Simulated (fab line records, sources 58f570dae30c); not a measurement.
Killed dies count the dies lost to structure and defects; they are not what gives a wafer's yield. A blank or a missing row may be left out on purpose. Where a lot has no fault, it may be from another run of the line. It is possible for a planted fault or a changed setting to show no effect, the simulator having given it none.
Split-lot experiment / flow berkeley_cmos170 / 5 lots, 23 wafers read, on a route of 331 steps

## ABOUT THE SPLIT
At UCB170_NWELL_CVD_04 (deposits Si3N4 from SiH2Cl2/NH3, target thk 224 nm, time 3360 s), the setting sih2cl2_flow_sccm was moved away from the recipe's 25 sccm on 15 of the 23 wafers read, by -12.4% to +7.7%. For the rest of the wafers, this setting stayed at what the recipe calls for.

Reading taken at the split's own step.

## THE READING
Si3N4_of_NWELL_CVD_04.thk_nm (the simulator's own value, which no gauge read), in nm, at UCB170_NWELL_CVD_04 (deposits Si3N4 from SiH2Cl2/NH3, target thk 224 nm, time 3360 s). No usual value for it is given in the file. Across the 8 wafers here that went through the recipe, the average is 223.7 nm and the standard deviation 1.7 nm.

wafer=L074.1; tool, chamber at the split=-, -; sih2cl2_flow_sccm as run, sccm=22.54; against the recipe=-9.8%; Si3N4_of_NWELL_CVD_04.thk_nm, nm=219.2; against lot-mates on the recipe=no lot-mate on the recipe
wafer=L074.2; tool, chamber at the split=-, -; sih2cl2_flow_sccm as run, sccm=22.54; against the recipe=-9.8%; Si3N4_of_NWELL_CVD_04.thk_nm, nm=218.5; against lot-mates on the recipe=no lot-mate on the recipe
wafer=L074.3; tool, chamber at the split=-, -; sih2cl2_flow_sccm as run, sccm=22.54; against the recipe=-9.8%; Si3N4_of_NWELL_CVD_04.thk_nm, nm=217.3; against lot-mates on the recipe=no lot-mate on the recipe
wafer=L074.4; tool, chamber at the split=-, -; sih2cl2_flow_sccm as run, sccm=22.54; against the recipe=-9.8%; Si3N4_of_NWELL_CVD_04.thk_nm, nm=216.4; against lot-mates on the recipe=no lot-mate on the recipe
wafer=L074.6; tool, chamber at the split=-, -; sih2cl2_flow_sccm as run, sccm=22.54; against the recipe=-9.8%; Si3N4_of_NWELL_CVD_04.thk_nm, nm=216.3; against lot-mates on the recipe=no lot-mate on the recipe
wafer=L075.2; tool, chamber at the split=lpcvd-02, 1; sih2cl2_flow_sccm as run, sccm=25; against the recipe=recipe; Si3N4_of_NWELL_CVD_04.thk_nm, nm=226.2; against lot-mates on the recipe=-
wafer=L075.4; tool, chamber at the split=lpcvd-02, 1; sih2cl2_flow_sccm as run, sccm=25; against the recipe=recipe; Si3N4_of_NWELL_CVD_04.thk_nm, nm=225.9; against lot-mates on the recipe=-
wafer=L075.5; tool, chamber at the split=lpcvd-02, 1; sih2cl2_flow_sccm as run, sccm=25; against the recipe=recipe; Si3N4_of_NWELL_CVD_04.thk_nm, nm=225.3; against lot-mates on the recipe=-
wafer=L076.1; tool, chamber at the split=-, -; sih2cl2_flow_sccm as run, sccm=21.91; against the recipe=-12.4%; Si3N4_of_NWELL_CVD_04.thk_nm, nm=215.2; against lot-mates on the recipe=no lot-mate on the recipe
wafer=L076.4; tool, chamber at the split=-, -; sih2cl2_flow_sccm as run, sccm=21.91; against the recipe=-12.4%; Si3N4_of_NWELL_CVD_04.thk_nm, nm=215.2; against lot-mates on the recipe=no lot-mate on the recipe
wafer=L076.2; tool, chamber at the split=-, -; sih2cl2_flow_sccm as run, sccm=21.91; against the recipe=-12.4%; Si3N4_of_NWELL_CVD_04.thk_nm, nm=215.6; against lot-mates on the recipe=no lot-mate on the recipe
wafer=L076.5; tool, chamber at the split=-, -; sih2cl2_flow_sccm as run, sccm=21.91; against the recipe=-12.4%; Si3N4_of_NWELL_CVD_04.thk_nm, nm=216.2; against lot-mates on the recipe=no lot-mate on the recipe
wafer=L076.6; tool, chamber at the split=-, -; sih2cl2_flow_sccm as run, sccm=21.91; against the recipe=-12.4%; Si3N4_of_NWELL_CVD_04.thk_nm, nm=214.7; against lot-mates on the recipe=no lot-mate on the recipe
wafer=L080.1; tool, chamber at the split=-, -; sih2cl2_flow_sccm as run, sccm=26.93; against the recipe=+7.7%; Si3N4_of_NWELL_CVD_04.thk_nm, nm=225.5; against lot-mates on the recipe=no lot-mate on the recipe
wafer=L080.3; tool, chamber at the split=-, -; sih2cl2_flow_sccm as run, sccm=26.93; against the recipe=+7.7%; Si3N4_of_NWELL_CVD_04.thk_nm, nm=225.6; against lot-mates on the recipe=no lot-mate on the recipe
wafer=L080.4; tool, chamber at the split=-, -; sih2cl2_flow_sccm as run, sccm=26.93; against the recipe=+7.7%; Si3N4_of_NWELL_CVD_04.thk_nm, nm=226.4; against lot-mates on the recipe=no lot-mate on the recipe
wafer=L080.5; tool, chamber at the split=-, -; sih2cl2_flow_sccm as run, sccm=26.93; against the recipe=+7.7%; Si3N4_of_NWELL_CVD_04.thk_nm, nm=224.5; against lot-mates on the recipe=no lot-mate on the recipe
wafer=L080.6; tool, chamber at the split=-, -; sih2cl2_flow_sccm as run, sccm=26.93; against the recipe=+7.7%; Si3N4_of_NWELL_CVD_04.thk_nm, nm=226.8; against lot-mates on the recipe=no lot-mate on the recipe
wafer=L085.1; tool, chamber at the split=-, -; sih2cl2_flow_sccm as run, sccm=25; against the recipe=recipe; Si3N4_of_NWELL_CVD_04.thk_nm, nm=221.3; against lot-mates on the recipe=-
wafer=L085.2; tool, chamber at the split=-, -; sih2cl2_flow_sccm as run, sccm=25; against the recipe=recipe; Si3N4_of_NWELL_CVD_04.thk_nm, nm=222.4; against lot-mates on the recipe=-
wafer=L085.4; tool, chamber at the split=-, -; sih2cl2_flow_sccm as run, sccm=25; against the recipe=recipe; Si3N4_of_NWELL_CVD_04.thk_nm, nm=223.3; against lot-mates on the recipe=-
wafer=L085.5; tool, chamber at the split=-, -; sih2cl2_flow_sccm as run, sccm=25; against the recipe=recipe; Si3N4_of_NWELL_CVD_04.thk_nm, nm=223; against lot-mates on the recipe=-
wafer=L085.6; tool, chamber at the split=-, -; sih2cl2_flow_sccm as run, sccm=25; against the recipe=recipe; Si3N4_of_NWELL_CVD_04.thk_nm, nm=222.2; against lot-mates on the recipe=-

FIT RESULTS
A straight line over all 23 wafers: Si3N4_of_NWELL_CVD_04.thk_nm changes by +0.532 nm for each +1% of sih2cl2_flow_sccm; r = +0.94; the points scatter about the line by 1.6 nm.
Too few moved wafers with a lot-mate on the recipe to fit a line net of each lot's own level.

## FILE'S OWN FIT
Si3N4_of_NWELL_CVD_04.thk_nm changes by +0.531 nm for each +1% of sih2cl2_flow_sccm, r = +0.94.
